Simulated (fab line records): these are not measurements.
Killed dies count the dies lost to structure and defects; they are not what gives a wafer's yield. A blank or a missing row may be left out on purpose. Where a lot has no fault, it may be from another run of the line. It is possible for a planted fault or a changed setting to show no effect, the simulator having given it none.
fab line records    flow berkeley_cmos170
record lots=15  wafers=45  last_day=11
route steps=331 shown ACTIVE@66 SACOX@99 PVT@116 GATE@143
lots that met no fault: taken from a fault-free run of the same line
start_h: hours from the record's opening day to when the first of the lot's shown wafers began    wait_h: hours elapsed since this lot's preceding step    " the same as in the row above    L1.1+2: a row that stands for several wafers    - either no value or no given start    * or withheld: withheld    < > ~ a bound
route shown NAME@n: names a module that has steps shown in the file, with the first one's number in the route    usual: the fault-free wafers' mean and standard deviation    same: alike in all rows    chamber/n: place in a boat    sites: the reading at each site    _std_site: the values' standard deviation    _edge_site: the outer-site mean with the inner-site mean subtracted    radius_mm: for every site, how far away it sits from the centre of the wafer    mask NAME#n: copy n    behind: the most recent tool/chamber to have shaped the wafer    hold: the reason the lot was held/the length of the hold in hours/how it ended    device: which transistor (n, p or np) failed to switch    end of line: the tests these same wafers got at the end of their route    for a step that has no rows: nothing shown but its recipe    killed: dies that structure and defects cost at the first sort, which is not the same as the wafer's yield    map: dies across one wafer; x = killed, . = not, _ = none there
set.NAME: the run value of the setting; set.NAME@STEP: its run value at that earlier step    model.NAME: the simulator's own value behind a step, which no gauge read
route steps across a sampled set of lots; one table per step, one row per wafer
## steps
# step UCB170_ACTIVE_THK_MEAS_06
# recipe reads=Si3N4_of_ACTIVE_CVD_05
# usual ACTIVE_NITRIDE_THK=219.4/1.8
lot.wafer  tool           chamber  start_h  wait_h  ACTIVE_NITRIDE_THK[nm]
L394.1     film_metro-02  -        72.54    0.0     221.3
L394.3     "              -        "        "       219.1
L394.5     "              -        "        "       221.5
L395.1     film_metro-01  -        80.65    0.0     218.1
L395.4     "              -        "        "       216.3
L395.5     "              -        "        "       218.6
L397.1     film_metro-04  -        94.71    0.0     222.8
L397.4     "              -        "        "       222.8
L397.5     "              -        "        "       222.9
L398.3     film_metro-01  -        94.73    0.0     216.5
L398.5     "              -        "        "       219.1
L398.6     "              -        "        "       217.0
L399.1     film_metro-04  -        101.25   0.0     217.1
L399.2     "              -        "        "       217.7
L399.3     "              -        "        "       217.8
L400.1     film_metro-04  -        114.25   0.0     216.8
L400.2     "              -        "        "       219.3
L400.4     "              -        "        "       218.9
L401.2     film_metro-04  -        118.93   0.0     221.3
L401.3     "              -        "        "       221.7
L401.5     "              -        "        "       222.2
L402.2     film_metro-01  -        126.43   0.0     218.1
L402.3     "              -        "        "       219.5
L402.5     "              -        "        "       219.0
L405.1     film_metro-02  -        139.21   0.0     218.6
L405.3     "              -        "        "       217.6
L405.4     "              -        "        "       218.4
L406.2     film_metro-01  -        139.22   0.0     219.9
L406.5     "              -        "        "       221.1
L406.6     "              -        "        "       219.8
L412.1     film_metro-01  -        167.34   0.0     219.9
L412.4     "              -        "        "       219.8
L412.5     "              -        "        "       223.3
L411.2     film_metro-02  -        167.35   0.0     217.6
L411.4     "              -        "        "       214.8
L411.6     "              -        "        "       216.6
L414.1     film_metro-04  -        181.61   0.0     219.7
L414.2     "              -        "        "       220.4
L414.4     "              -        "        "       219.8
L413.2     film_metro-02  -        181.62   0.0     221.0
L413.3     "              -        "        "       221.4
L413.6     "              -        "        "       221.4
L416.1     film_metro-02  -        185.73   0.0     220.7
L416.4     "              -        "        "       222.5
L416.6     "              -        "        "       220.0
# step UCB170_SACOX_THK_MEAS_02
# recipe reads=SiO2_of_SACOX_OXIDATION_01
# usual SACOX_OXIDE_THK=14.42/0.25
lot.wafer  tool           chamber  start_h  wait_h  SACOX_OXIDE_THK[nm]
L394.1     film_metro-04  -        99.84    0.0     14.69
L394.3     "              -        "        "       14.49
L394.5     "              -        "        "       14.36
L395.1     film_metro-03  -        104.88   0.0     14.32
L395.4     "              -        "        "       14.05
L395.5     "              -        "        "       14.24
L397.1     film_metro-03  -        119.33   0.0     14.14
L397.4     "              -        "        "       14.29
L397.5     "              -        "        "       14.30
L398.3     film_metro-02  -        119.35   0.0     14.42
L398.5     "              -        "        "       14.51
L398.6     "              -        "        "       14.35
L399.1     film_metro-02  -        124.94   0.0     14.85
L399.2     "              -        "        "       14.90
L399.3     "              -        "        "       14.62
L400.1     film_metro-04  -        139.04   0.0     14.54
L400.2     "              -        "        "       14.60
L400.4     "              -        "        "       14.72
L401.2     film_metro-02  -        143.55   0.0     14.83
L401.3     "              -        "        "       14.80
L401.5     "              -        "        "       14.78
L402.2     film_metro-03  -        152.97   0.0     14.22
L402.3     "              -        "        "       14.39
L402.5     "              -        "        "       14.37
L405.1     film_metro-02  -        164.16   0.0     14.05
L405.3     "              -        "        "       14.41
L405.4     "              -        "        "       13.71
L406.2     film_metro-03  -        164.17   0.0     14.69
L406.5     "              -        "        "       14.54
L406.6     "              -        "        "       14.53
L412.1     film_metro-04  -        188.86   0.0     14.37
L412.4     "              -        "        "       14.74
L412.5     "              -        "        "       14.61
L411.2     film_metro-02  -        188.88   0.0     14.34
L411.4     "              -        "        "       14.52
L411.6     "              -        "        "       14.26
L414.1     film_metro-04  -        205.00   0.0     14.62
L414.2     "              -        "        "       14.50
L414.4     "              -        "        "       14.66
L413.2     film_metro-02  -        205.01   0.0     14.31
L413.3     "              -        "        "       14.44
L413.6     "              -        "        "       14.28
L416.1     film_metro-03  -        207.91   0.0     14.29
L416.4     "              -        "        "       14.43
L416.6     "              -        "        "       14.40
# step UCB170_PVT_COAT_01
# recipe resist=KrF  spin_rpm=1500  resist_thk_nm=900
# usual chill_plate_temp_C=23.02/0.1  dispense_pressure_kPa=50.3/2.4
lot.wafer  tool            chamber  start_h  wait_h  chill_plate_temp_C  dispense_pressure_kPa
L395.1     litho_track-02  0        115.96   0.1     22.91               47.5
L395.4     "               0        "        "       23.14               47.5
L395.5     "               0        "        "       23.05               47.5
L394.1     litho_track-03  0        116.36   0.1     22.97               49.3
L394.3     "               0        "        "       22.94               49.3
L394.5     "               0        "        "       22.83               49.4
L397.1     litho_track-03  0        133.58   0.1     23.05               49.3
L397.4     "               0        "        "       23.04               49.3
L397.5     "               0        "        "       23.14               49.4
L398.3     litho_track-01  0        133.63   0.1     23.03               53.0
L398.5     "               0        "        "       23.01               53.0
L398.6     "               0        "        "       23.11               53.0
L399.1     litho_track-01  0        140.13   0.1     23.08               53.0
L399.2     "               0        "        "       23.12               53.0
L399.3     "               0        "        "       23.03               53.0
L401.2     litho_track-01  0        155.74   0.1     22.98               53.0
L401.3     "               0        "        "       23.10               53.0
L401.5     "               0        "        "       22.97               53.0
L400.1     litho_track-03  0        156.31   0.1     23.02               49.3
L400.2     "               0        "        "       22.87               49.4
L400.4     "               0        "        "       23.01               49.3
L402.2     litho_track-03  -        163.05   0.1     -                   -
L402.3     "               -        "        "       -                   -
L402.5     "               -        "        "       -                   -
L406.2     litho_track-01  -        174.56   0.1     -                   -
L406.5     "               -        "        "       -                   -
L406.6     "               -        "        "       -                   -
L405.1     litho_track-02  -        174.57   0.1     -                   -
L405.3     "               -        "        "       -                   -
L405.4     "               -        "        "       -                   -
L412.1     litho_track-02  0        198.79   0.1     23.03               47.5
L412.4     "               0        "        "       22.90               47.6
L412.5     "               0        "        "       22.82               47.5
L411.2     litho_track-02  0        199.27   0.1     23.15               47.5
L411.4     "               0        "        "       23.09               47.5
L411.6     "               0        "        "       23.13               47.5
L413.2     litho_track-02  0        215.03   0.1     23.13               47.5
L413.3     "               0        "        "       23.01               47.5
L413.6     "               0        "        "       22.99               47.5
L414.1     litho_track-01  0        215.26   0.1     23.19               53.0
L414.2     "               0        "        "       22.99               53.0
L414.4     "               0        "        "       23.01               53.0
L416.1     litho_track-01  0        217.89   0.1     22.97               53.0
L416.4     "               0        "        "       22.83               53.0
L416.6     "               0        "        "       22.98               53.0
# step UCB170_PVT_OVL_MEAS_06
# usual PVT_OVL=1/5.7
lot.wafer  tool        chamber  start_h  wait_h  PVT_OVL[nm]
L395.1     overlay-02  -        117.38   -       -2
L395.4     "           -        "        "       -3
L395.5     "           -        "        "       1
L394.1     overlay-01  -        117.53   -       9
L394.3     "           -        "        "       8
L394.5     "           -        "        "       8
L398.3     overlay-02  -        134.32   -       12
L398.5     "           -        "        "       8
L398.6     "           -        "        "       -1
L397.1     overlay-01  -        134.51   -       -4
L397.4     "           -        "        "       -4
L397.5     "           -        "        "       -13
L399.1     overlay-02  -        141.12   -       4
L399.2     "           -        "        "       -2
L399.3     "           -        "        "       -2
L401.2     overlay-02  -        156.89   -       -3
L401.3     "           -        "        "       -1
L401.5     "           -        "        "       3
L400.1     overlay-02  -        157.29   -       4
L400.2     "           -        "        "       5
L400.4     "           -        "        "       2
L402.2     overlay-02  -        163.88   -       -
L402.3     "           -        "        "       -
L402.5     "           -        "        "       -
L406.2     overlay-02  -        175.24   -       -
L406.5     "           -        "        "       -
L406.6     "           -        "        "       -
L405.1     overlay-02  -        175.47   -       -
L405.3     "           -        "        "       -
L405.4     "           -        "        "       -
L412.1     overlay-01  -        199.58   -       1
L412.4     "           -        "        "       2
L412.5     "           -        "        "       2
L411.2     overlay-02  -        200.34   -       5
L411.4     "           -        "        "       0
L411.6     "           -        "        "       -4
L413.2     overlay-02  -        217.20   -       -7
L413.3     "           -        "        "       -5
L413.6     "           -        "        "       -5
L414.1     overlay-02  -        217.46   -       6
L414.2     "           -        "        "       6
L414.4     "           -        "        "       8
L416.1     overlay-02  -        218.79   -       -2
L416.4     "           -        "        "       -6
L416.6     "           -        "        "       -10
# step UCB170_GATE_CD_MEAS_90
# recipe target_cd_nm=350
# usual cd_nm=350.2/1.3
lot.wafer  tool       chamber  start_h  wait_h  cd_nm
L395.1     cd_sem-02  -        130.06   0.1     349.5
L395.4     "          -        "        "       348.4
L395.5     "          -        "        "       348.7
L394.1     cd_sem-02  -        130.28   0.1     351.8
L394.3     "          -        "        "       352.5
L394.5     "          -        "        "       351.7
L398.3     cd_sem-01  -        151.37   0.1     352.0
L398.5     "          -        "        "       349.7
L398.6     "          -        "        "       350.3
L397.1     cd_sem-02  -        151.60   0.1     351.4
L397.4     "          -        "        "       351.6
L397.5     "          -        "        "       351.8
L399.1     cd_sem-02  -        158.08   0.1     352.5
L399.2     "          -        "        "       351.3
L399.3     "          -        "        "       351.8
L401.2     cd_sem-02  -        169.23   0.1     349.1
L401.3     "          -        "        "       350.2
L401.5     "          -        "        "       349.2
L400.1     cd_sem-01  -        169.45   0.1     350.7
L400.2     "          -        "        "       348.7
L400.4     "          -        "        "       349.5
L402.2     cd_sem-01  -        173.73   0.1     352.4
L402.3     "          -        "        "       352.5
L402.5     "          -        "        "       352.5
L405.1     cd_sem-02  -        187.91   0.1     349.4
L405.3     "          -        "        "       349.7
L405.4     "          -        "        "       350.8
L406.2     cd_sem-01  -        188.16   0.1     350.1
L406.5     "          -        "        "       349.7
L406.6     "          -        "        "       349.7
L412.1     cd_sem-01  -        210.03   0.1     351.0
L412.4     "          -        "        "       350.0
L412.5     "          -        "        "       350.3
L411.2     cd_sem-01  -        210.82   0.1     350.5
L411.4     "          -        "        "       352.0
L411.6     "          -        "        "       349.7
L416.1     cd_sem-01  -        229.86   0.1     351.1
L416.4     "          -        "        "       351.1
L416.6     "          -        "        "       350.8
L413.2     cd_sem-02  -        230.10   0.1     352.2
L413.3     "          -        "        "       352.5
L413.6     "          -        "        "       352.2
L414.1     cd_sem-01  -        230.14   0.1     348.5
L414.2     "          -        "        "       350.3
L414.4     "          -        "        "       350.8
## key
first_sign step=UCB170_PVT_COAT_01  reading=tool_record  direction=missing
effect step=UCB170_PVT_OVL_MEAS_06  reading=PVT_OVL  direction=missing
met_at UCB170_PVT_COAT_01
struck_lots L402,L405,L406
sort_left_out L402.2,L402.3,L402.5,L405.1,L405.3,L405.4,L406.2,L406.5,L406.6
tester_left_out L402,L405,L406
not_acting_at UCB170_ACTIVE_THK_MEAS_06,UCB170_SACOX_THK_MEAS_02,UCB170_GATE_CD_MEAS_90
onset_between 156.31 163.05
fault kind=skipped_step_whole  tool=litho_track-01,litho_track-02,litho_track-03  chamber=-  onset_h=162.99  steps=UCB170_PVT_COAT_01  scope=struck_lots_only
# tester_left_out: of these lots the tester's yield and bins aren't shown, on N5 and GAA mostly nor the transistor test; their killed dies are dies lost to structure and defects alone, not to doping, threshold or leakage, so they don't give the yield
# sort_left_out: the simulated sort isn't trusted on such a fault, so these wafers' sort isn't shown, and their yield isn't known
